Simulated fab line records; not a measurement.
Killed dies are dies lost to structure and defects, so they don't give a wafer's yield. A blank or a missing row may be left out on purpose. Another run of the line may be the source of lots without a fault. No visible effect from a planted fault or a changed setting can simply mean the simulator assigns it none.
fab line records :: flow rit_cmos
record
  lots=5
  wafers=15
  last_day=7
route steps=202 shown M1@184
lots that met no fault: taken from a fault-free run of the same line
start_h: start of the lot's first displayed wafer, in hours after the record's first day :: wait_h: time in hours since the lot's previous step :: " as in the row above :: L1.1+2: a single row standing in for several wafers :: - value missing, or start not given :: * or withheld: withheld :: < > ~ a bound
route shown NAME@n: names a module that has steps shown in the file, with the first one's number in the route :: usual: average and standard deviation across the fault-free wafers :: same: alike in all rows :: chamber/n: place in a boat :: sites: per-site readings :: _std_site: standard deviation across them :: _edge_site: inner sites' mean taken away from outer sites' mean :: radius_mm: how far each site lies from the wafer's centre :: mask NAME#n: copy n :: behind: the tool/chamber that last shaped the wafer :: hold: the reason the lot was held/the length of the hold in hours/how it ended :: device: which transistor (n, p or np) failed to switch :: end of line: tests run on the same wafers once the route is complete :: a step given without rows: its recipe and nothing more :: killed: the dies lost at the first sort to structure and to defects; this is not the yield of the wafer :: map: dies across one wafer; x = killed, . = not, _ = none there
set.NAME: the run value of the setting; set.NAME@STEP: its run value at that earlier step :: model.NAME: the simulator's own value behind a step, which no gauge read
lots at some steps of the route; a table a step, a row a wafer
services: a tool's chamber out of use, with start hour (start_h, from the record's first day; less than 0 if before it), hours out, and reason
## steps
# step RIT_M1_SPUTTER_00
# recipe
  material=Al
  target_thk_nm=400
  power_w=2000
  chamber_pressure_pa=0.4
  gas=Ar
  time_s=500
  substrate_temp_c=25
# usual
  throttle_valve_pct=30.2/0.92
lot.wafer: L697.2
tool: pvd_sputter-01
chamber: -
start_h: 96.47
wait_h: 0.0
throttle_valve_pct: 31.8

lot.wafer: L697.3
tool: pvd_sputter-01
chamber: -
start_h: 96.47
wait_h: 0.0
throttle_valve_pct: 29.4

lot.wafer: L697.5
tool: pvd_sputter-01
chamber: -
start_h: 96.47
wait_h: 0.0
throttle_valve_pct: 32.0

lot.wafer: L705.1
tool: pvd_sputter-01
chamber: -
start_h: 134.18
wait_h: 0.0
throttle_valve_pct: 30.7

lot.wafer: L705.2
tool: pvd_sputter-01
chamber: -
start_h: 134.18
wait_h: 0.0
throttle_valve_pct: 31.8

lot.wafer: L705.5
tool: pvd_sputter-01
chamber: -
start_h: 134.18
wait_h: 0.0
throttle_valve_pct: 29.4

lot.wafer: L708.3
tool: pvd_sputter-03
chamber: -
start_h: 144.20
wait_h: 0.0
throttle_valve_pct: 30.5

lot.wafer: L708.4
tool: pvd_sputter-03
chamber: -
start_h: 144.20
wait_h: 0.0
throttle_valve_pct: 28.5

lot.wafer: L708.5
tool: pvd_sputter-03
chamber: -
start_h: 144.20
wait_h: 0.0
throttle_valve_pct: 31.0

lot.wafer: L709.3
tool: pvd_sputter-01
chamber: -
start_h: 154.29
wait_h: 0.0
throttle_valve_pct: 29.5

lot.wafer: L709.4
tool: pvd_sputter-01
chamber: -
start_h: 154.29
wait_h: 0.0
throttle_valve_pct: 30.3

lot.wafer: L709.6
tool: pvd_sputter-01
chamber: -
start_h: 154.29
wait_h: 0.0
throttle_valve_pct: 30.2

lot.wafer: L710.3
tool: pvd_sputter-02
chamber: -
start_h: 157.37
wait_h: 0.0
throttle_valve_pct: 29.8

lot.wafer: L710.5
tool: pvd_sputter-02
chamber: -
start_h: 157.37
wait_h: 0.0
throttle_valve_pct: 29.5

lot.wafer: L710.6
tool: pvd_sputter-02
chamber: -
start_h: 157.37
wait_h: 0.0
throttle_valve_pct: 30.7
# step RIT_M1_RS_MEAS_01
# recipe
  thk_meas_gauge=four-point-probe
  reads=Al_of_M1_SPUTTER_00
# usual
  M1_AL_RS=0.0731/0.0007
lot.wafer: L697.2
tool: film_metro-04
chamber: -
start_h: 96.79
wait_h: 0.2
M1_AL_RS[ohm/sq]: 0.0739

lot.wafer: L697.3
tool: film_metro-04
chamber: -
start_h: 96.79
wait_h: 0.2
M1_AL_RS[ohm/sq]: 0.0736

lot.wafer: L697.5
tool: film_metro-04
chamber: -
start_h: 96.79
wait_h: 0.2
M1_AL_RS[ohm/sq]: 0.0728

lot.wafer: L705.1
tool: film_metro-04
chamber: -
start_h: 134.48
wait_h: 0.1
M1_AL_RS[ohm/sq]: 0.0726

lot.wafer: L705.2
tool: film_metro-04
chamber: -
start_h: 134.48
wait_h: 0.1
M1_AL_RS[ohm/sq]: 0.0730

lot.wafer: L705.5
tool: film_metro-04
chamber: -
start_h: 134.48
wait_h: 0.1
M1_AL_RS[ohm/sq]: 0.0732

lot.wafer: L708.3
tool: film_metro-04
chamber: -
start_h: 144.57
wait_h: 0.2
M1_AL_RS[ohm/sq]: 0.0732

lot.wafer: L708.4
tool: film_metro-04
chamber: -
start_h: 144.57
wait_h: 0.2
M1_AL_RS[ohm/sq]: 0.0731

lot.wafer: L708.5
tool: film_metro-04
chamber: -
start_h: 144.57
wait_h: 0.2
M1_AL_RS[ohm/sq]: 0.0734

lot.wafer: L709.3
tool: film_metro-04
chamber: -
start_h: 154.62
wait_h: 0.2
M1_AL_RS[ohm/sq]: 0.0733

lot.wafer: L709.4
tool: film_metro-04
chamber: -
start_h: 154.62
wait_h: 0.2
M1_AL_RS[ohm/sq]: 0.0732

lot.wafer: L709.6
tool: film_metro-04
chamber: -
start_h: 154.62
wait_h: 0.2
M1_AL_RS[ohm/sq]: 0.0732

lot.wafer: L710.3
tool: film_metro-01
chamber: -
start_h: 157.71
wait_h: 0.2
M1_AL_RS[ohm/sq]: 0.0730

lot.wafer: L710.5
tool: film_metro-01
chamber: -
start_h: 157.71
wait_h: 0.2
M1_AL_RS[ohm/sq]: 0.0725

lot.wafer: L710.6
tool: film_metro-01
chamber: -
start_h: 157.71
wait_h: 0.2
M1_AL_RS[ohm/sq]: 0.0736
# step RIT_M1_THK_MEAS_02
# recipe
  thk_meas_gauge=xrf
  reads=Al_of_M1_SPUTTER_00
# usual
  M1_AL_THK=397/3.6
lot.wafer: L697.2
tool: film_metro-04
chamber: -
start_h: 96.90
wait_h: 0.1
M1_AL_THK[nm]: 393

lot.wafer: L697.3
tool: film_metro-04
chamber: -
start_h: 96.90
wait_h: 0.1
M1_AL_THK[nm]: 393

lot.wafer: L697.5
tool: film_metro-04
chamber: -
start_h: 96.90
wait_h: 0.1
M1_AL_THK[nm]: 399

lot.wafer: L705.1
tool: film_metro-04
chamber: -
start_h: 134.60
wait_h: 0.1
M1_AL_THK[nm]: 401

lot.wafer: L705.2
tool: film_metro-04
chamber: -
start_h: 134.60
wait_h: 0.1
M1_AL_THK[nm]: 397

lot.wafer: L705.5
tool: film_metro-04
chamber: -
start_h: 134.60
wait_h: 0.1
M1_AL_THK[nm]: 395

lot.wafer: L708.3
tool: film_metro-04
chamber: -
start_h: 144.67
wait_h: 0.1
M1_AL_THK[nm]: 398

lot.wafer: L708.4
tool: film_metro-04
chamber: -
start_h: 144.67
wait_h: 0.1
M1_AL_THK[nm]: 396

lot.wafer: L708.5
tool: film_metro-04
chamber: -
start_h: 144.67
wait_h: 0.1
M1_AL_THK[nm]: 394

lot.wafer: L709.3
tool: film_metro-04
chamber: -
start_h: 154.72
wait_h: 0.1
M1_AL_THK[nm]: 397

lot.wafer: L709.4
tool: film_metro-04
chamber: -
start_h: 154.72
wait_h: 0.1
M1_AL_THK[nm]: 397

lot.wafer: L709.6
tool: film_metro-04
chamber: -
start_h: 154.72
wait_h: 0.1
M1_AL_THK[nm]: 394

lot.wafer: L710.3
tool: film_metro-01
chamber: -
start_h: 157.81
wait_h: 0.1
M1_AL_THK[nm]: 399

lot.wafer: L710.5
tool: film_metro-01
chamber: -
start_h: 157.81
wait_h: 0.1
M1_AL_THK[nm]: 402

lot.wafer: L710.6
tool: film_metro-01
chamber: -
start_h: 157.81
wait_h: 0.1
M1_AL_THK[nm]: 399
# step RIT_M1_HMDS_03
# recipe
  prime_time_s=60
  prime_temp_c=140
# step RIT_M1_COAT_04
# recipe
  resist=NOVOLAK
  spin_rpm=2000
  resist_thk_nm=1300
# step RIT_M1_SOFTBAKE_05
# recipe
  resist=NOVOLAK
  temp_c=90
  time_s=60
# step RIT_M1_EXPOSE_06
# recipe
  mask_id=M12
  na=0.6
  source_shape=conventional
  sigma_outer=0.5
  target_cd_nm=2600
  dose_mj=250
# step RIT_M1_PEB_07
# recipe
  resist=NOVOLAK
  temp_c=withheld
  time_s=withheld
# step RIT_M1_DEVELOP_08
# recipe
  resist=NOVOLAK
  develop_time_s=68
  dev_temp_c=23.4
# step RIT_M1_CD_MEAS_09
# recipe
  target_cd_nm=2600
# usual
  cd_nm=2600.2/2
lot.wafer: L697.2
tool: cd_sem-01
chamber: -
start_h: 97.85
wait_h: -
cd_nm: 2601.4

lot.wafer: L697.3
tool: cd_sem-01
chamber: -
start_h: 97.85
wait_h: -
cd_nm: 2600.7

lot.wafer: L697.5
tool: cd_sem-01
chamber: -
start_h: 97.85
wait_h: -
cd_nm: 2599.0

lot.wafer: L705.1
tool: cd_sem-01
chamber: -
start_h: 135.54
wait_h: -
cd_nm: 2602.5

lot.wafer: L705.2
tool: cd_sem-01
chamber: -
start_h: 135.54
wait_h: -
cd_nm: 2601.9

lot.wafer: L705.5
tool: cd_sem-01
chamber: -
start_h: 135.54
wait_h: -
cd_nm: 2600.5

lot.wafer: L708.3
tool: cd_sem-01
chamber: -
start_h: 145.76
wait_h: -
cd_nm: 2601.8

lot.wafer: L708.4
tool: cd_sem-01
chamber: -
start_h: 145.76
wait_h: -
cd_nm: 2602.7

lot.wafer: L708.5
tool: cd_sem-01
chamber: -
start_h: 145.76
wait_h: -
cd_nm: 2603.5

lot.wafer: L709.3
tool: cd_sem-01
chamber: -
start_h: 155.73
wait_h: -
cd_nm: 2602.9

lot.wafer: L709.4
tool: cd_sem-01
chamber: -
start_h: 155.73
wait_h: -
cd_nm: 2602.1

lot.wafer: L709.6
tool: cd_sem-01
chamber: -
start_h: 155.73
wait_h: -
cd_nm: 2602.7

lot.wafer: L710.3
tool: cd_sem-02
chamber: -
start_h: 159.12
wait_h: -
cd_nm: 2596.8

lot.wafer: L710.5
tool: cd_sem-02
chamber: -
start_h: 159.12
wait_h: -
cd_nm: 2599.3

lot.wafer: L710.6
tool: cd_sem-02
chamber: -
start_h: 159.12
wait_h: -
cd_nm: 2598.5
# step RIT_M1_OVL_MEAS_10
# usual
  M1_OVL=0.1/1.4
lot.wafer: L697.2
tool: overlay-02
chamber: -
start_h: 97.96
wait_h: 0.1
M1_OVL[nm]: 0.5

lot.wafer: L697.3
tool: overlay-02
chamber: -
start_h: 97.96
wait_h: 0.1
M1_OVL[nm]: -0.8

lot.wafer: L697.5
tool: overlay-02
chamber: -
start_h: 97.96
wait_h: 0.1
M1_OVL[nm]: 0.1

lot.wafer: L705.1
tool: overlay-01
chamber: -
start_h: 135.66
wait_h: 0.1
M1_OVL[nm]: 2.6

lot.wafer: L705.2
tool: overlay-01
chamber: -
start_h: 135.66
wait_h: 0.1
M1_OVL[nm]: 0.4

lot.wafer: L705.5
tool: overlay-01
chamber: -
start_h: 135.66
wait_h: 0.1
M1_OVL[nm]: 2.0

lot.wafer: L708.3
tool: overlay-01
chamber: -
start_h: 145.85
wait_h: 0.1
M1_OVL[nm]: 1.4

lot.wafer: L708.4
tool: overlay-01
chamber: -
start_h: 145.85
wait_h: 0.1
M1_OVL[nm]: 2.0

lot.wafer: L708.5
tool: overlay-01
chamber: -
start_h: 145.85
wait_h: 0.1
M1_OVL[nm]: 1.4

lot.wafer: L709.3
tool: overlay-01
chamber: -
start_h: 155.82
wait_h: 0.1
M1_OVL[nm]: 1.7

lot.wafer: L709.4
tool: overlay-01
chamber: -
start_h: 155.82
wait_h: 0.1
M1_OVL[nm]: -0.3

lot.wafer: L709.6
tool: overlay-01
chamber: -
start_h: 155.82
wait_h: 0.1
M1_OVL[nm]: 0.7

lot.wafer: L710.3
tool: overlay-02
chamber: -
start_h: 159.21
wait_h: 0.1
M1_OVL[nm]: -1.9

lot.wafer: L710.5
tool: overlay-02
chamber: -
start_h: 159.21
wait_h: 0.1
M1_OVL[nm]: 0.7

lot.wafer: L710.6
tool: overlay-02
chamber: -
start_h: 159.21
wait_h: 0.1
M1_OVL[nm]: -0.9
# step RIT_M1_HARDBAKE_11
# recipe
  resist=NOVOLAK
  temp_c=140
  time_s=120
# step RIT_M1_METAL_ETCH_12
# recipe
  stop_on=SiO2
  chemistry=Cl2/BCl3
  target=Al
  time_s=165
  over_etch_frac=0.5
  pressure_mtorr=100
  target_depth_a=6000
  rf_w=250
  Cl2_flow_sccm=60
  bcl3_flow_sccm=50
# usual
  drypump_motor_current_A=5.50/0.26
  he_backside_leak_sccm=3.28/0.25
  oes_product_au=0.781/0.015
  rf_fwd_power_W=249.3/0.81
  throttle_valve_pct=8.16/0.11
lot.wafer: L697.2
tool: rie_metal-02
chamber: 1
start_h: 98.33
wait_h: 0.2
drypump_motor_current_A: 5.54
he_backside_leak_sccm: 3.22
oes_product_au: 0.766
rf_fwd_power_W: 250.2
rf_hours_counter_h: 1
throttle_valve_pct: 8.28
model.NOVOLAK_of_M1_COAT_04.thk_nm: 819.9
model.SiO2_of_CONTACT_CVD_00.thk_nm: 370.1
model.M1.feature_depth_nm: 429.2

lot.wafer: L697.3
tool: rie_metal-02
chamber: 1
start_h: 98.33
wait_h: 0.2
drypump_motor_current_A: 5.51
he_backside_leak_sccm: 3.21
oes_product_au: 0.771
rf_fwd_power_W: 249.5
rf_hours_counter_h: -
throttle_valve_pct: 8.28
model.NOVOLAK_of_M1_COAT_04.thk_nm: 814.9
model.SiO2_of_CONTACT_CVD_00.thk_nm: 366.8
model.M1.feature_depth_nm: 431.2

lot.wafer: L697.5
tool: rie_metal-02
chamber: 1
start_h: 98.33
wait_h: 0.2
drypump_motor_current_A: 5.52
he_backside_leak_sccm: 3.25
oes_product_au: 0.762
rf_fwd_power_W: 250.0
rf_hours_counter_h: -
throttle_valve_pct: 8.27
model.NOVOLAK_of_M1_COAT_04.thk_nm: 819
model.SiO2_of_CONTACT_CVD_00.thk_nm: 371.2
model.M1.feature_depth_nm: 435.6

lot.wafer: L705.1
tool: rie_metal-03
chamber: 0
start_h: 135.94
wait_h: 0.2
drypump_motor_current_A: 5.32
he_backside_leak_sccm: 3.49
oes_product_au: 0.802
rf_fwd_power_W: 249.1
rf_hours_counter_h: 5
throttle_valve_pct: 8.09
model.NOVOLAK_of_M1_COAT_04.thk_nm: 821.2
model.SiO2_of_CONTACT_CVD_00.thk_nm: 357.7
model.M1.feature_depth_nm: 436.9

lot.wafer: L705.2
tool: rie_metal-03
chamber: 1
start_h: 135.94
wait_h: 0.2
drypump_motor_current_A: 6.02
he_backside_leak_sccm: 3.22
oes_product_au: 0.763
rf_fwd_power_W: 248.1
rf_hours_counter_h: 5
throttle_valve_pct: 8.02
model.NOVOLAK_of_M1_COAT_04.thk_nm: 797.7
model.SiO2_of_CONTACT_CVD_00.thk_nm: 351.2
model.M1.feature_depth_nm: 435.7

lot.wafer: L705.5
tool: rie_metal-03
chamber: 1
start_h: 135.94
wait_h: 0.2
drypump_motor_current_A: 6.04
he_backside_leak_sccm: 3.34
oes_product_au: 0.765
rf_fwd_power_W: 248.4
rf_hours_counter_h: -
throttle_valve_pct: 8.00
model.NOVOLAK_of_M1_COAT_04.thk_nm: 799.2
model.SiO2_of_CONTACT_CVD_00.thk_nm: 361.7
model.M1.feature_depth_nm: 435

lot.wafer: L708.3
tool: rie_metal-02
chamber: 0
start_h: 146.18
wait_h: 0.2
drypump_motor_current_A: 5.24
he_backside_leak_sccm: 3.15
oes_product_au: 0.777
rf_fwd_power_W: 249.6
rf_hours_counter_h: -
throttle_valve_pct: 8.11
model.NOVOLAK_of_M1_COAT_04.thk_nm: 704.3
model.SiO2_of_CONTACT_CVD_00.thk_nm: 350.9
model.M1.feature_depth_nm: 444.8

lot.wafer: L708.4
tool: rie_metal-02
chamber: 1
start_h: 146.18
wait_h: 0.2
drypump_motor_current_A: 5.56
he_backside_leak_sccm: 3.28
oes_product_au: 0.770
rf_fwd_power_W: 249.5
rf_hours_counter_h: -
throttle_valve_pct: 8.26
model.NOVOLAK_of_M1_COAT_04.thk_nm: 721.7
model.SiO2_of_CONTACT_CVD_00.thk_nm: 357.1
model.M1.feature_depth_nm: 443.9

lot.wafer: L708.5
tool: rie_metal-02
chamber: 1
start_h: 146.18
wait_h: 0.2
drypump_motor_current_A: 5.57
he_backside_leak_sccm: 3.26
oes_product_au: 0.771
rf_fwd_power_W: 248.5
rf_hours_counter_h: -
throttle_valve_pct: 8.27
model.NOVOLAK_of_M1_COAT_04.thk_nm: 721.5
model.SiO2_of_CONTACT_CVD_00.thk_nm: 356.8
model.M1.feature_depth_nm: 442.6

lot.wafer: L709.3
tool: rie_metal-03
chamber: 1
start_h: 156.15
wait_h: 0.2
drypump_motor_current_A: 6.05
he_backside_leak_sccm: 3.29
oes_product_au: 0.762
rf_fwd_power_W: 248.6
rf_hours_counter_h: -
throttle_valve_pct: 8.02
model.NOVOLAK_of_M1_COAT_04.thk_nm: 807.6
model.SiO2_of_CONTACT_CVD_00.thk_nm: 368.4
model.M1.feature_depth_nm: 434.2

lot.wafer: L709.4
tool: rie_metal-03
chamber: 0
start_h: 156.15
wait_h: 0.2
drypump_motor_current_A: 5.33
he_backside_leak_sccm: 3.52
oes_product_au: 0.806
rf_fwd_power_W: 249.2
rf_hours_counter_h: -
throttle_valve_pct: 8.09
model.NOVOLAK_of_M1_COAT_04.thk_nm: 819.6
model.SiO2_of_CONTACT_CVD_00.thk_nm: 367.6
model.M1.feature_depth_nm: 433.6

lot.wafer: L709.6
tool: rie_metal-03
chamber: 0
start_h: 156.15
wait_h: 0.2
drypump_motor_current_A: 5.31
he_backside_leak_sccm: 3.52
oes_product_au: 0.800
rf_fwd_power_W: 250.0
rf_hours_counter_h: -
throttle_valve_pct: 8.11
model.NOVOLAK_of_M1_COAT_04.thk_nm: 819.3
model.SiO2_of_CONTACT_CVD_00.thk_nm: 375.7
model.M1.feature_depth_nm: 432.6

lot.wafer: L710.3
tool: rie_metal-01
chamber: 0
start_h: 159.54
wait_h: 0.2
drypump_motor_current_A: 5.39
he_backside_leak_sccm: 3.06
oes_product_au: 0.765
rf_fwd_power_W: 249.0
rf_hours_counter_h: -
throttle_valve_pct: 8.21
model.NOVOLAK_of_M1_COAT_04.thk_nm: 801.9
model.SiO2_of_CONTACT_CVD_00.thk_nm: 361.9
model.M1.feature_depth_nm: 435.9

lot.wafer: L710.5
tool: rie_metal-01
chamber: 1
start_h: 159.54
wait_h: 0.2
drypump_motor_current_A: 5.46
he_backside_leak_sccm: 3.02
oes_product_au: 0.770
rf_fwd_power_W: 250.3
rf_hours_counter_h: -
throttle_valve_pct: 8.32
model.NOVOLAK_of_M1_COAT_04.thk_nm: 801.6
model.SiO2_of_CONTACT_CVD_00.thk_nm: 367.9
model.M1.feature_depth_nm: 439

lot.wafer: L710.6
tool: rie_metal-01
chamber: 0
start_h: 159.54
wait_h: 0.2
drypump_motor_current_A: 5.39
he_backside_leak_sccm: 3.21
oes_product_au: 0.770
rf_fwd_power_W: 247.6
rf_hours_counter_h: -
throttle_valve_pct: 8.20
model.NOVOLAK_of_M1_COAT_04.thk_nm: 806.6
model.SiO2_of_CONTACT_CVD_00.thk_nm: 374.4
model.M1.feature_depth_nm: 432.8
# step RIT_M1_STRIP_13
# recipe
  chemistry=nmp
  resist=NOVOLAK
  temp_c=80
  time_s=600
  dry=n2_spin
# step RIT_M1_PROBE_99
# usual
  defect_limited_yield=97.7/1.2
  killed_at_front_end=6/3.1
  killed_dies=6/3.1
  killed_open=2.9/2
  killed_short=3.3/2
  sort_bin_3_pad_short=0.1/0.2
  sort_bin_5_function=1.3/0.81
  sort_bin_6_memory=0.9/0.61
  sort_n_pass=258/3.1
  sort_yield_pct=97.7/1.2
# same
  gross_dies=264
  killed_at_M0_to_M3=0
  killed_at_M4_up=0
  killed_at_back_side=0
  killed_at_contacts=0
  killed_at_other=0
lot.wafer: L697.2
tool: prober-01
chamber: -
start_h: 100.63
wait_h: 0.1
defect_limited_yield[%]: 99.6
killed_at_front_end: 1
killed_dies: 1
killed_open: 0
killed_short: 1
sort_bin_3_pad_short[%]: 0
sort_bin_5_function[%]: 0.4
sort_bin_6_memory[%]: 0
sort_n_pass: 263
sort_yield_pct[%]: 99.6
model.etest.antenna_m1.vt_shift_v: -0.01079

lot.wafer: L697.3
tool: prober-01
chamber: -
start_h: 100.68
wait_h: 0.2
defect_limited_yield[%]: 98.1
killed_at_front_end: 5
killed_dies: 5
killed_open: 2
killed_short: 3
sort_bin_3_pad_short[%]: 0
sort_bin_5_function[%]: 1.5
sort_bin_6_memory[%]: 0.4
sort_n_pass: 259
sort_yield_pct[%]: 98.1
model.etest.antenna_m1.vt_shift_v: -0.004721

lot.wafer: L697.5
tool: prober-01
chamber: -
start_h: 100.78
wait_h: 0.2
defect_limited_yield[%]: 97.3
killed_at_front_end: 7
killed_dies: 7
killed_open: 1
killed_short: 6
sort_bin_3_pad_short[%]: 0.4
sort_bin_5_function[%]: 0.8
sort_bin_6_memory[%]: 1.5
sort_n_pass: 257
sort_yield_pct[%]: 97.3
model.etest.antenna_m1.vt_shift_v: -0.0116

lot.wafer: L705.1
tool: prober-01
chamber: -
start_h: 138.20
wait_h: 0.1
defect_limited_yield[%]: 98.5
killed_at_front_end: 4
killed_dies: 4
killed_open: 3
killed_short: 1
sort_bin_3_pad_short[%]: 0.4
sort_bin_5_function[%]: 0.8
sort_bin_6_memory[%]: 0.4
sort_n_pass: 260
sort_yield_pct[%]: 98.5
model.etest.antenna_m1.vt_shift_v: -0.008348

lot.wafer: L705.2
tool: prober-01
chamber: -
start_h: 138.25
wait_h: 0.1
defect_limited_yield[%]: 97.0
killed_at_front_end: 8
killed_dies: 8
killed_open: 6
killed_short: 2
sort_bin_3_pad_short[%]: 0
sort_bin_5_function[%]: 2.3
sort_bin_6_memory[%]: 0.8
sort_n_pass: 256
sort_yield_pct[%]: 97.0
model.etest.antenna_m1.vt_shift_v: -0.01491

lot.wafer: L705.5
tool: prober-01
chamber: -
start_h: 138.40
wait_h: 0.2
defect_limited_yield[%]: 98.9
killed_at_front_end: 3
killed_dies: 3
killed_open: 0
killed_short: 3
sort_bin_3_pad_short[%]: 0
sort_bin_5_function[%]: 0.4
sort_bin_6_memory[%]: 0.8
sort_n_pass: 261
sort_yield_pct[%]: 98.9
model.etest.antenna_m1.vt_shift_v: -0.01491

lot.wafer: L708.3
tool: prober-02
chamber: -
start_h: 148.48
wait_h: 0.2
defect_limited_yield[%]: 98.9
killed_at_front_end: 3
killed_dies: 3
killed_open: 1
killed_short: 2
sort_bin_3_pad_short[%]: 0
sort_bin_5_function[%]: 0.8
sort_bin_6_memory[%]: 0.4
sort_n_pass: 261
sort_yield_pct[%]: 98.9
model.etest.antenna_m1.vt_shift_v: -0.0237

lot.wafer: L708.4
tool: prober-02
chamber: -
start_h: 148.53
wait_h: 0.2
defect_limited_yield[%]: 98.5
killed_at_front_end: 4
killed_dies: 4
killed_open: 1
killed_short: 3
sort_bin_3_pad_short[%]: 0
sort_bin_5_function[%]: 0.8
sort_bin_6_memory[%]: 0.8
sort_n_pass: 260
sort_yield_pct[%]: 98.5
model.etest.antenna_m1.vt_shift_v: -0.01411

lot.wafer: L708.5
tool: prober-02
chamber: -
start_h: 148.58
wait_h: 0.2
defect_limited_yield[%]: 99.2
killed_at_front_end: 2
killed_dies: 2
killed_open: 0
killed_short: 2
sort_bin_3_pad_short[%]: 0.4
sort_bin_5_function[%]: 0.4
sort_bin_6_memory[%]: 0
sort_n_pass: 262
sort_yield_pct[%]: 99.2
model.etest.antenna_m1.vt_shift_v: -0.01911

lot.wafer: L709.3
tool: prober-01
chamber: -
start_h: 158.45
wait_h: 0.2
defect_limited_yield[%]: 96.2
killed_at_front_end: 10
killed_dies: 10
killed_open: 5
killed_short: 5
sort_bin_3_pad_short[%]: 0
sort_bin_5_function[%]: 1.9
sort_bin_6_memory[%]: 1.9
sort_n_pass: 254
sort_yield_pct[%]: 96.2
model.etest.antenna_m1.vt_shift_v: -0.01229

lot.wafer: L709.4
tool: prober-01
chamber: -
start_h: 158.50
wait_h: 0.2
defect_limited_yield[%]: 99.2
killed_at_front_end: 2
killed_dies: 2
killed_open: 0
killed_short: 2
sort_bin_3_pad_short[%]: 0
sort_bin_5_function[%]: 0.4
sort_bin_6_memory[%]: 0.4
sort_n_pass: 262
sort_yield_pct[%]: 99.2
model.etest.antenna_m1.vt_shift_v: -0.006365

lot.wafer: L709.6
tool: prober-01
chamber: -
start_h: 158.60
wait_h: 0.2
defect_limited_yield[%]: 96.2
killed_at_front_end: 10
killed_dies: 10
killed_open: 9
killed_short: 1
sort_bin_3_pad_short[%]: 0
sort_bin_5_function[%]: 3.0
sort_bin_6_memory[%]: 0.8
sort_n_pass: 254
sort_yield_pct[%]: 96.2
model.etest.antenna_m1.vt_shift_v: -0.00684

lot.wafer: L710.3
tool: prober-02
chamber: -
start_h: 161.87
wait_h: 0.2
defect_limited_yield[%]: 95.8
killed_at_front_end: 11
killed_dies: 11
killed_open: 7
killed_short: 4
sort_bin_3_pad_short[%]: 0
sort_bin_5_function[%]: 2.7
sort_bin_6_memory[%]: 1.5
sort_n_pass: 253
sort_yield_pct[%]: 95.8
model.etest.antenna_m1.vt_shift_v: -0.01131

lot.wafer: L710.5
tool: prober-02
chamber: -
start_h: 161.97
wait_h: 0.2
defect_limited_yield[%]: 96.6
killed_at_front_end: 9
killed_dies: 9
killed_open: 5
killed_short: 4
sort_bin_3_pad_short[%]: 0
sort_bin_5_function[%]: 1.5
sort_bin_6_memory[%]: 1.9
sort_n_pass: 255
sort_yield_pct[%]: 96.6
model.etest.antenna_m1.vt_shift_v: -0.01302

lot.wafer: L710.6
tool: prober-02
chamber: -
start_h: 162.02
wait_h: 0.2
defect_limited_yield[%]: 96.6
killed_at_front_end: 9
killed_dies: 9
killed_open: 3
killed_short: 6
sort_bin_3_pad_short[%]: 0
sort_bin_5_function[%]: 1.9
sort_bin_6_memory[%]: 1.5
sort_n_pass: 255
sort_yield_pct[%]: 96.6
model.etest.antenna_m1.vt_shift_v: -0.009144
# killed by level:class
L697.2 FOX1:geometric_particle:short=1
L697.3 FOX1:geometric_particle:short=2 FOX1:geometric_particle:open=1 GATE:geometric_particle:short=1 REOX:geometric_particle:open=1
L697.5 GATE:geometric_particle:short=3 SILICIDE:geometric_particle:short=2 FOX2:geometric_particle:short=1 SPACER:geometric_particle:open=1
L705.1 GATE:geometric_particle:open=2 GATE:geometric_particle:short=1 REOX:geometric_particle:open=1
L705.2 FOX1:geometric_particle:open=2 GATE:geometric_particle:open=2 GATE:geometric_particle:short=2 SILICIDE:geometric_particle:open=2
L705.5 GATE:geometric_particle:short=1 REOX:geometric_particle:short=1 SILICIDE:geometric_particle:short=1
L708.3 FOX1:geometric_particle:short=1 GATE:geometric_particle:open=1 SILICIDE:geometric_particle:short=1
L708.4 GATE:geometric_particle:open=1 GATE:geometric_particle:short=1 REOX:geometric_particle:short=1 SILICIDE:geometric_particle:short=1
L708.5 SILICIDE:geometric_particle:short=2
L709.3 FOX2:geometric_particle:short=2 FOX1:geometric_particle:short=1 FOX1:geometric_particle:open=1 FOX2:geometric_particle:open=1 GATE:geometric_particle:open=1 GATE:geometric_particle:short=1 REOX:geometric_particle:open=1 SPACER:geometric_particle:open=1
L709.4 FOX1:geometric_particle:short=1 REOX:geometric_particle:short=1
L709.6 GATE:geometric_particle:open=4 FOX1:geometric_particle:open=2 FOX2:geometric_particle:open=2 REOX:geometric_particle:open=1 SPACER:geometric_particle:short=1
L710.3 FOX1:geometric_particle:open=2 GATE:geometric_particle:open=2 SILICIDE:geometric_particle:open=2 FOX1:geometric_particle:short=1 GATE:geometric_particle:short=1 REOX:geometric_particle:open=1 REOX:geometric_particle:short=1 SILICIDE:geometric_particle:short=1
L710.5 FOX1:geometric_particle:open=2 GATE:geometric_particle:open=2 REOX:geometric_particle:short=2 GATE:geometric_particle:short=1 SPACER:geometric_particle:open=1 SILICIDE:geometric_particle:short=1
L710.6 GATE:geometric_particle:short=3 REOX:geometric_particle:open=2 FOX1:geometric_particle:short=1 GATE:geometric_particle:open=1 SPACER:geometric_particle:short=1 SILICIDE:geometric_particle:short=1
## services
tool: rie_metal-02
chamber: -
start_h: 73.94
hours: 0.8
kind: repair

tool: pvd_sputter-03
chamber: -
start_h: 75.64
hours: 2.5
kind: repair

tool: rie_metal-02
chamber: -
start_h: 82.15
hours: 1.3
kind: repair

tool: rie_metal-01
chamber: -
start_h: 136.12
hours: 20.0
kind: pm

tool: rie_metal-01
chamber: 0
start_h: 136.12
hours: 20.0
kind: vent_cycle

tool: rie_metal-01
chamber: 1
start_h: 136.12
hours: 20.0
kind: vent_cycle

tool: rie_metal-01
chamber: 0
start_h: 156.12
hours: -
kind: clean

tool: rie_metal-01
chamber: 1
start_h: 156.12
hours: -
kind: clean
## key
first_sign none at tools or gauges
model_effect
  step=RIT_M1_METAL_ETCH_12
  value=NOVOLAK_of_M1_COAT_04.thk_nm
  without=815.4
  struck=715.8
model_effect
  step=RIT_M1_PROBE_99
  value=etest.antenna_m1.vt_shift_v
  without=-0.01005
  struck=-0.01897
met_at RIT_M1_METAL_ETCH_12
struck_wafers L708.3,L708.4,L708.5
onset_between 98.33 146.18
also_fits RIT_M1_SPUTTER_00:pvd_sputter-03
fault
  kind=process_parameter_drift
  tool=rie_metal-02
  chamber=-
  onset_h=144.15
  steps=RIT_M1_METAL_ETCH_12
  channel=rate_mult
  offset=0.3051
  shape=step
  end_h=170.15
